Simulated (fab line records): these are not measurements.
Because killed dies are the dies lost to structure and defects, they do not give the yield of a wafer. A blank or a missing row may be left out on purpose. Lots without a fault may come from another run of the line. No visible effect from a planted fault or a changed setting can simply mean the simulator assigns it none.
What tool caused it? + flow rit cmos + 7 lots (21 wafers sampled), 1 step of a 202-step route

## WHAT THE GAUGES READ, wafer by wafer
RIT_ACTIVE_BOW_MEAS_00.
| lot  | measured    | on            | INCOMING_BOW (um) |
|------|-------------|---------------|-------------------|
| L315 | day 1 15:01 | film metro-02 | 7 2 0             |
| L318 | day 2 06:01 | film metro-03 | 1 8 -3            |
| L320 | day 2 16:02 | film metro-03 | -10 1 2           |
| L328 | day 4 08:01 | film metro-03 | -6 -3 -5          |
| L331 | day 4 23:01 | film metro-04 | 0 -9 -4           |
| L334 | day 5 14:00 | film metro-03 | 10 1 -8           |
| L337 | day 6 05:00 | film metro-04 | 3 -5 6            |

## WHICH TOOL RAN EACH LOT (tool, then ch and the chambers of the sampled wafers, then the start)
Before these readings, the record contains no process step.

## THE ANSWER, worked out from the rows above alone
Rule: what is usual is taken from the lots themselves. The widest of any qualifying gaps counts: lots, ordered by their means at a reading, are off when they make up no more than a third of the lots, leave a main group of 4 or more, and stand apart from it by 3 or more times the standard deviation of that group's means. A main group is skipped when, at the precision printed for the reading in the tables above, its means are all equal. A lot without any number at a reading at which 4 lots or more have one is off too. All remaining lots with rows at the step are treated as sound.
None of the lots is off at any reading shown; this tells nothing.

## WHAT THE SIMULATOR HAD INSERTED
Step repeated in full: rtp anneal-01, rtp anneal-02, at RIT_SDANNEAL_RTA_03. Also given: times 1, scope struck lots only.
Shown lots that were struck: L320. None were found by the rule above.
